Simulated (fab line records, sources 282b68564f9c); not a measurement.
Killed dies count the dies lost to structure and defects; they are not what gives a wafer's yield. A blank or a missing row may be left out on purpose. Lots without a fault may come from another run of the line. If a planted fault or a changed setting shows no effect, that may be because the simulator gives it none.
fab line records | flow ritCmos
record: lots: 5 wafers: 15 lastDay: 6
route steps=202 shown SILICIDE@161 CONTACT@168 M1@202
lots that met no fault: from a run of the same line without faults
startH: hours from the record's opening day to when the first of the lot's shown wafers began | waitH: how many hours have passed since the lot's step before this one | " same as the row above | L1.1+2: a row that stands for several wafers | - no value, or no start given | * or withheld: withheld | < > ~ a bound
route shown NAME@n: a module of which the file shows steps, and the number in the route of the first | usual: mean/standard deviation taken from wafers without a fault | same: alike in all rows | chamber/n: place in a boat | sites: each site's reading | _std_site: standard deviation of those values | _edge_site: outer sites' mean less inner sites' | radiusMm: how far each site lies from the wafer's centre | mask NAME#n: copy n | behind: the last tool/chamber to shape the wafer | hold: the reason the lot was held/the length of the hold in hours/how it ended | device: which transistor (n, p or np) failed to switch | end of line: the tests these same wafers got at the end of their route | a step with no rows: only its recipe | killed: not the wafer's yield, but the dies lost to structure and defects at the first sort | map: per-die view of a wafer (x killed, . not killed, _ where there is no die)
set.NAME: the run value of the setting; set.NAME@STEP: its run value at that earlier step | model.NAME: the simulator's own value behind a step, which no gauge read
lots at some steps of the route; a table a step, a row a wafer
services: from which hour (startH, from the record's first day; less than 0 if before it) a tool's chamber was out of use, for how many hours, and why
== steps ==
step: RIT_SILICIDE_WET_ETCH_00
recipe: chemistry: BOE target: SiO2 targetDepthNm: 14 timeS: 15 dry: n2Spin dilution: 10:1 tempC: 21.5
step: RIT_SILICIDE_SPUTTER_01
recipe: material: Ti targetThkNm: 30 powerW: 350 chamberPressurePa: 0.667 gas: Ar timeS: 240 substrateTempC: 25
usual: chamberPressurePa: 0.6672/0.0014 throttleValvePct: 30.4/1.1
columns lot.wafer tool chamber startH waitH chamberPressurePa throttleValvePct
L375.2 pvdSputter-01 - 72.53 0.0 0.6662 30.2
L375.4 " - " " 0.6666 28.4
L375.6 " - " " 0.6665 29.3
L376.4 pvdSputter-04 - 78.53 0.0 0.6673 30.9
L376.5 " - " " 0.6682 31.3
L376.6 " - " " 0.6677 29.1
L380.1 pvdSputter-03 - 96.11 0.0 0.6678 30.4
L380.2 " - " " 0.6642 30.7
L380.5 " - " " 0.6650 30.8
L388.1 pvdSputter-03 - 126.66 0.0 0.6677 30.4
L388.4 " - " " 0.6677 30.5
L388.5 " - " " 0.6667 30.2
L390.3 pvdSputter-03 - 134.69 0.0 0.6665 28.9
L390.5 " - " " 0.6675 29.9
L390.6 " - " " 0.6650 30.7
step: RIT_SILICIDE_RS_MEAS_02
recipe: thkMeasGauge: four-point-probe reads: Ti_of_SILICIDE_SPUTTER_01
usual: SILICIDE_TI_RS: 47.6/0.63
columns lot.wafer tool chamber startH waitH SILICIDE_TI_RS[ohm/sq]
L375.2 filmMetro-04 - 72.70 0.1 47.6
L375.4 " - " " 46.8
L375.6 " - " " 46.7
L376.4 filmMetro-02 - 78.74 0.1 47.7
L376.5 " - " " 48.1
L376.6 " - " " 47.4
L380.1 filmMetro-01 - 96.26 0.1 48.2
L380.2 " - " " 48.3
L380.5 " - " " 48.4
L388.1 filmMetro-01 - 126.81 0.1 47.0
L388.4 " - " " 47.7
L388.5 " - " " 47.3
L390.3 filmMetro-04 - 134.88 0.1 46.9
L390.5 " - " " 47.9
L390.6 " - " " 48.0
step: RIT_SILICIDE_THK_MEAS_03
recipe: thkMeasGauge: xrf reads: Ti_of_SILICIDE_SPUTTER_01
usual: SILICIDE_TI_THK: 30.6/0.35
columns lot.wafer tool chamber startH waitH SILICIDE_TI_THK[nm]
L375.2 filmMetro-04 - 72.81 0.1 30.4
L375.4 " - " " 30.8
L375.6 " - " " 30.8
L376.4 filmMetro-02 - 78.83 0.1 30.6
L376.5 " - " " 30.5
L376.6 " - " " 30.8
L380.1 filmMetro-01 - 96.38 0.1 30.2
L380.2 " - " " 30.3
L380.5 " - " " 30.0
L388.1 filmMetro-01 - 126.93 0.1 30.6
L388.4 " - " " 30.5
L388.5 " - " " 30.6
L390.3 filmMetro-04 - 134.98 0.1 31.0
L390.5 " - " " 30.3
L390.6 " - " " 30.3
step: RIT_SILICIDE_RTA_04
recipe: tempC: 650 timeS: 10 idleTempC: 25 rampUpS: 5 rampDownS: 5 coolToC: 25 ambient: N2
usual: wafer_temp_C_max: 652.5/0.79
columns lot.wafer tool chamber startH waitH wafer_temp_C_max
L375.2 rtpAnneal-02 0 72.87 0.1 652.6
L375.4 " 0 " " 651.9
L375.6 " 0 " " 651.8
L376.4 rtpAnneal-01 0 78.90 0.1 653.4
L376.5 " 0 " " 652.5
L376.6 " 0 " " 652.1
L380.1 rtpAnneal-02 0 96.44 0.1 652.3
L380.2 " 0 " " 651.9
L380.5 " 0 " " 651.4
L388.1 rtpAnneal-01 0 126.99 0.1 653.0
L388.4 " 0 " " 652.9
L388.5 " 0 " " 653.1
L390.3 rtpAnneal-01 0 135.05 0.1 653.5
L390.5 " 0 " " 652.8
L390.6 " 0 " " 653.1
step: RIT_SILICIDE_WET_ETCH_05
recipe: chemistry: SPM target: Ti tempC: 90 timeS: 120 dry: n2Spin
step: RIT_SILICIDE_RTA_06
recipe: tempC: 750 timeS: 10 idleTempC: 25 rampUpS: 5 rampDownS: 10 coolToC: 25 ambient: N2
usual: wafer_temp_C_max: 753.1/0.87
columns lot.wafer tool chamber startH waitH wafer_temp_C_max
L375.2 rtpAnneal-01 0 72.98 0.0 753.3
L375.4 " 0 " " 754.7
L375.6 " 0 " " 755.2
L376.4 rtpAnneal-02 0 79.01 0.0 752.4
L376.5 " 0 " " 752.8
L376.6 " 0 " " 752.4
L380.1 rtpAnneal-01 0 96.59 0.0 754.0
L380.2 " 0 " " 753.9
L380.5 " 0 " " 753.7
L388.1 rtpAnneal-02 0 127.10 0.0 753.0
L388.4 " 0 " " 752.3
L388.5 " 0 " " 752.0
L390.3 rtpAnneal-02 0 135.15 0.0 752.6
L390.5 " 0 " " 752.9
L390.6 " 0 " " 752.8
step: RIT_CONTACT_CVD_00
recipe: material: SiO2 targetThkNm: 400 precursor: TEOS tempC: 390 timeS: 61 rfW: 400
usual: heaterPowerW: 346/52
columns lot.wafer tool chamber startH waitH heaterPowerW
L375.2 pecvd-02 0 73.04 0.0 314
L375.4 " 1 " " 372
L375.6 " 2 " " 365
L376.4 pecvd-04 1 79.06 0.0 306
L376.5 " 0 " " 277
L376.6 " 2 " " 383
L380.1 pecvd-01 1 96.66 0.1 292
L380.2 " 0 " " 451
L380.5 " 2 " " 372
L388.1 pecvd-02 2 127.17 0.1 291
L388.4 " 2 " " 315
L388.5 " 1 " " 300
L390.3 pecvd-01 1 135.20 0.0 286
L390.5 " 0 " " 422
L390.6 " 1 " " 317
step: RIT_CONTACT_THK_MEAS_01
recipe: reads: SiO2_of_CONTACT_CVD_00
usual: CONTACT_TEOS_THK: 400/4.3
columns lot.wafer tool chamber startH waitH CONTACT_TEOS_THK[nm]
L375.2 filmMetro-03 - 73.10 0.0 399
L375.4 " - " " 400
L375.6 " - " " 404
L376.4 filmMetro-03 - 79.12 0.0 411
L376.5 " - " " 404
L376.6 " - " " 399
L380.1 filmMetro-02 - 96.71 0.0 395
L380.2 " - " " 397
L380.5 " - " " 400
L388.1 filmMetro-03 - 127.22 0.0 396
L388.4 " - " " 403
L388.5 " - " " 404
L390.3 filmMetro-01 - 135.27 0.0 400
L390.5 " - " " 402
L390.6 " - " " 404
step: RIT_CONTACT_HMDS_02
recipe: primeTimeS: 60 primeTempC: 140
step: RIT_CONTACT_COAT_03
recipe: resist: NOVOLAK spinRpm: 3250 resistThkNm: 1000
step: RIT_CONTACT_SOFTBAKE_04
recipe: resist: NOVOLAK tempC: 90 timeS: 60
step: RIT_CONTACT_EXPOSE_05
recipe: maskId: M11 na: 0.6 sourceShape: conventional sigmaOuter: 0.5 targetCdNm: 1000 doseMj: 250
usual: exposureDoseMJCm2: 249.93/0.26 focusOffsetNm: 0.0/0.58
columns lot.wafer tool chamber startH waitH mask exposureDoseMJCm2 focusOffsetNm
L375.2 ilineStepper-02 0 73.62 0.1 M11#0 249.76 0.0
L375.4 " 0 " " M11#0 250.01 -0.8
L375.6 " 0 " " M11#0 250.07 -0.5
L376.4 ilineStepper-01 0 79.78 0.2 M11#0 249.42 0.0
L376.5 " 0 " " M11#0 249.71 -0.8
L376.6 " 0 " " M11#0 250.10 -0.6
L380.1 ilineStepper-02 0 97.35 0.2 M11#0 247.15 -0.1
L380.2 " 0 " " M11#0 247.22 1.3
L380.5 " 0 " " M11#0 247.13 0.6
L388.1 ilineStepper-01 0 127.85 0.2 M11#0 249.66 0.2
L388.4 " 0 " " M11#0 249.86 0.6
L388.5 " 0 " " M11#0 250.11 0.6
L390.3 ilineStepper-01 0 135.92 0.2 M11#0 249.40 -0.7
L390.5 " 0 " " M11#0 249.62 -0.9
L390.6 " 0 " " M11#0 249.59 -0.4
step: RIT_CONTACT_PEB_06
recipe: resist: NOVOLAK tempC: withheld timeS: withheld
step: RIT_CONTACT_DEVELOP_07
recipe: resist: NOVOLAK developTimeS: 120 devTempC: 23
step: RIT_CONTACT_CD_MEAS_08
recipe: targetCdNm: 1000
usual: cdNm: 1000.2/2.4
columns lot.wafer tool chamber startH waitH cdNm
L375.2 cdSem-02 - 74.13 - 998.8
L375.4 " - " " 995.9
L375.6 " - " " 997.0
L376.4 cdSem-01 - 80.30 - 1000.0
L376.5 " - " " 999.0
L376.6 " - " " 999.8
L380.1 cdSem-02 - 97.86 - 1017.4
L380.2 " - " " 1012.4
L380.5 " - " " 1023.3
L388.1 cdSem-01 - 128.37 - 1003.0
L388.4 " - " " 1002.4
L388.5 " - " " 1003.3
L390.3 cdSem-01 - 136.44 - 999.1
L390.5 " - " " 998.5
L390.6 " - " " 998.5
step: RIT_CONTACT_OVL_MEAS_09
usual: CONTACT_OVL: -0.9/1.5
columns lot.wafer tool chamber startH waitH CONTACT_OVL[nm]
L375.2 overlay-02 - 74.24 0.1 -2.7
L375.4 " - " " -3.8
L375.6 " - " " -3.9
L376.4 overlay-02 - 80.38 0.1 -2.9
L376.5 " - " " -2.5
L376.6 " - " " -1.8
L380.1 overlay-02 - 97.98 0.1 0.8
L380.2 " - " " 1.5
L380.5 " - " " 0.6
L388.1 overlay-02 - 128.49 0.1 0.7
L388.4 " - " " 0.1
L388.5 " - " " 0.2
L390.3 overlay-02 - 136.53 0.1 -2.8
L390.5 " - " " 0.3
L390.6 " - " " -0.4
step: RIT_CONTACT_HARDBAKE_10
recipe: resist: NOVOLAK tempC: 140 timeS: 60
step: RIT_CONTACT_ETCH_11
recipe: targetDepthA: 4800 overEtchFrac: 0.2 stopOn: TiSi2 chemistry: CHF3/CF4/Ar target: SiO2 CHF3_flow_sccm: 50 cf4FlowSccm: 10 Ar_flow_sccm: 100 O2_flow_sccm: 5 pressureMtorr: 100 rfW: 200 timeS: 320
usual: drypumpMotorCurrentA: 5.9/0.42 oesProductAu: 1.001/0.014 throttleValvePct: 8.88/0.09
columns lot.wafer tool chamber startH waitH drypumpMotorCurrentA oesProductAu rfHoursCounterH throttleValvePct model.CONTACT.cdNm
L375.2 rieDiel-04 3 74.64 0.1 5.9 0.988 143 8.86 998.6
L375.4 " 0 " " 5.7 1.016 - 8.78 995.6
L375.6 " 2 " " 5.4 0.982 - 8.84 996.6
L376.4 rieDiel-01 1 80.55 0.1 5.6 1.000 155 8.82 1000
L376.5 " 0 " " 5.7 1.001 - 8.89 999.5
L376.6 " 1 " " 5.6 1.002 - 8.79 999.9
L380.1 rieDiel-01 2 98.17 0.1 6.1 1.023 4 9.08 1017
L380.2 " 3 " " 6.4 0.984 127 8.85 1012
L380.5 " 2 " " 6.1 1.030 - 9.06 1023
L388.1 rieDiel-01 0 128.68 0.1 5.7 0.998 16 8.89 1003
L388.4 " 3 " " 6.4 0.993 - 8.83 1003
L388.5 " 0 " " 5.7 1.003 - 8.87 1004
L390.3 rieDiel-03 1 136.71 0.1 6.2 0.981 80 8.80 999.4
L390.5 " 0 " " 5.6 1.013 - 9.00 998.5
L390.6 " 1 " " 6.2 0.998 - 8.80 999
step: RIT_CONTACT_STRIP_12
recipe: chemistry: O2 timeS: 180 resist: NOVOLAK platenTempC: withheld powerW: 500 pressureMtorr: 4000 o2FlowSccm: 4000
usual: drypumpMotorCurrentA: 6.0/0.39
columns lot.wafer tool chamber startH waitH drypumpMotorCurrentA rfHoursCounterH
L375.2 plasmaAsher-01 0 74.83 0.1 5.6 41
L375.4 " 0 " " 5.6 -
L375.6 " 1 " " 5.7 -
L376.4 plasmaAsher-04 1 80.80 0.2 6.6 -
L376.5 " 0 " " 5.7 -
L376.6 " 1 " " 6.6 -
L380.1 plasmaAsher-02 1 98.36 0.1 5.6 33
L380.2 " 0 " " 6.3 33
L380.5 " 0 " " 6.3 -
L388.1 plasmaAsher-01 1 128.87 0.1 5.7 1
L388.4 " 1 " " 5.7 -
L388.5 " 0 " " 5.6 -
L390.3 plasmaAsher-01 1 136.96 0.2 5.8 -
L390.5 " 0 " " 5.6 -
L390.6 " 1 " " 5.7 -
step: RIT_M1_PROBE_99
usual: killedAtContacts: 0.1/0.38 killedAtFrontEnd: 7/3.2 killedDies: 7/3.2 killedOpen: 3.6/2.1 killedShort: 3.5/2
same: grossDies: 264 killed_at_M0_to_M3: 0 killed_at_M4_up: 0 killedAtBackSide: 0 killedAtOther: 0
columns lot.wafer tool chamber startH waitH killedAtContacts killedAtFrontEnd killedDies killedOpen killedShort model.etest.contactToGate.bvLeftV model.etest.contactToGate.bvRightV
L375.2 prober-02 - 80.40 0.1 1 2 3 1 2 89.7 93.11
L375.4 prober-02 - 80.50 0.2 0 9 9 5 4 87.97 95.56
L375.6 prober-02 - 80.60 0.2 1 5 6 3 3 92.33 91.72
L376.4 prober-02 - 86.73 0.2 1 2 3 1 2 90.44 94.58
L376.5 prober-02 - 86.78 0.2 0 5 5 3 2 90.54 90.37
L376.6 prober-02 - 86.83 0.2 0 4 4 3 1 89.66 91.39
L380.1 prober-01 - 103.83 0.1 0 4 4 3 1 85.73 84.26
L380.2 prober-01 - 103.88 0.1 0 3 3 1 2 88.44 85.48
L380.5 prober-01 - 104.03 0.2 0 7 7 6 1 86.46 83.31
L388.1 prober-02 - 135.01 0.1 0 6 6 2 4 90.21 89.45
L388.4 prober-02 - 135.16 0.2 0 7 7 4 3 90.65 89.45
L388.5 prober-02 - 135.21 0.2 0 7 7 4 3 90.06 92.85
L390.3 prober-02 - 141.87 0.2 0 5 5 2 3 91.91 90.24
L390.5 prober-02 - 141.97 0.2 0 3 3 0 3 90.61 90.49
L390.6 prober-02 - 142.02 0.2 0 5 5 3 2 91.39 92.64
killed by level:class
L375.2 FOX2:geometricParticle:open=1 GATE:geometricParticle:short=1 CONTACT:geometricParticle:short=1
L375.4 REOX:geometricParticle:open=2 SPACER:geometricParticle:short=2 FOX1:geometricParticle:open=1 FOX2:geometricParticle:short=1 GATE:geometricParticle:open=1 GATE:geometricParticle:short=1 SILICIDE:geometricParticle:open=1
L375.6 SPACER:geometricParticle:open=2 SPACER:geometricParticle:short=1 SILICIDE:geometricParticle:open=1 SILICIDE:geometricParticle:short=1 CONTACT:geometricParticle:short=1
L376.4 GATE:geometricParticle:open=1 GATE:geometricParticle:short=1 CONTACT:geometricParticle:short=1
L376.5 GATE:geometricParticle:open=2 GATE:geometricParticle:short=1 REOX:geometricParticle:short=1 SILICIDE:geometricParticle:open=1
L376.6 GATE:geometricParticle:open=2 REOX:geometricParticle:open=1 SPACER:geometricParticle:short=1
L380.1 GATE:geometricParticle:open=3 GATE:geometricParticle:short=1
L380.2 GATE:geometricParticle:short=1 SPACER:geometricParticle:open=1 SILICIDE:geometricParticle:short=1
L380.5 REOX:geometricParticle:open=2 SILICIDE:geometricParticle:open=2 FOX1:geometricParticle:open=1 SPACER:geometricParticle:open=1 SILICIDE:geometricParticle:short=1
L388.1 FOX2:geometricParticle:short=1 FOX2:geometricParticle:open=1 GATE:geometricParticle:short=1 SPACER:geometricParticle:open=1 SPACER:geometricParticle:short=1 SILICIDE:geometricParticle:short=1
L388.4 SPACER:geometricParticle:open=3 GATE:geometricParticle:short=2 SPACER:geometricParticle:short=1 SILICIDE:geometricParticle:open=1
L388.5 GATE:geometricParticle:open=3 GATE:geometricParticle:short=2 SILICIDE:geometricParticle:open=1 SILICIDE:geometricParticle:short=1
L390.3 GATE:geometricParticle:short=2 FOX1:geometricParticle:short=1 GATE:geometricParticle:open=1 REOX:geometricParticle:open=1
L390.5 GATE:geometricParticle:short=2 REOX:geometricParticle:short=1
L390.6 FOX1:geometricParticle:open=1 FOX2:geometricParticle:open=1 GATE:geometricParticle:short=1 REOX:geometricParticle:open=1 REOX:geometricParticle:short=1
== services ==
columns tool chamber startH hours kind
pecvd-01 - 50.15 1.2 repair
rieDiel-04 0 54.08 5.1 repair
plasmaAsher-04 - 57.13 14.6 pm
rieDiel-04 1 74.42 8.0 repair
pvdSputter-01 - 74.48 2.7 repair
ilineStepper-02 - 80.05 1.9 repair
plasmaAsher-01 - 80.55 13.0 repair
ilineStepper-02 0 81.99 - calibration
rieDiel-03 - 85.52 0.1 repair
pecvd-04 - 89.48 2.9 repair
rieDiel-03 - 93.43 0.5 repair
plasmaAsher-01 - 108.75 9.0 pm
plasmaAsher-01 0 108.75 9.0 ventCycle
plasmaAsher-01 1 108.75 9.0 ventCycle
pvdSputter-01 - 111.58 6.5 repair
plasmaAsher-01 0 117.75 - clean
plasmaAsher-01 1 117.75 - clean
rieDiel-04 - 118.41 14.6 pm
rieDiel-01 1 122.58 - clean
rieDiel-01 1 122.58 19.2 scheduledDown
rieDiel-01 1 122.58 19.2 ventCycle
rtpAnneal-02 - 127.17 4.4 pm
pecvd-01 1 135.06 - calibration
== key ==
firstSign: step: RIT_CONTACT_EXPOSE_05 reading: exposureDoseMJCm2 direction: down sigmas: 10 usual: 249.93 struck: 247.17
effect: step: RIT_CONTACT_CD_MEAS_08 reading: cdNm direction: up sigmas: 7.3 usual: 1000.2 struck: 1017.7 through: controlLoop
modelEffect: step: RIT_CONTACT_ETCH_11 value: CONTACT.cdNm without: 998.7 struck: 1017
modelEffect: step: RIT_M1_PROBE_99 value: etest.contactToGate.bvLeftV without: 91.58 struck: 86.88
metAt RIT_CONTACT_EXPOSE_05
struckWafers L380.1,L380.2,L380.5
testerLeftOut L380
loopTrim: step: RIT_CONTACT_EXPOSE_05 setting: dose lots: L380
onsetBetween 73.62 97.35
fault: kind: processParameterDrift tool: ilineStepper-02 chamber: - onsetH: 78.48 steps: RIT_CONTACT_EXPOSE_05 channel: focusNm offset: 546.72 spreadByWafer: 0.3 shape: step endH: 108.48
testerLeftOut: of these lots the tester's yield and bins aren't shown, on N5 and GAA mostly nor the transistor test; their killed dies are dies lost to structure and defects alone, not to doping, threshold or leakage, so they don't give the yield
loopTrim: a control loop set the setting to another value than it would have without faults
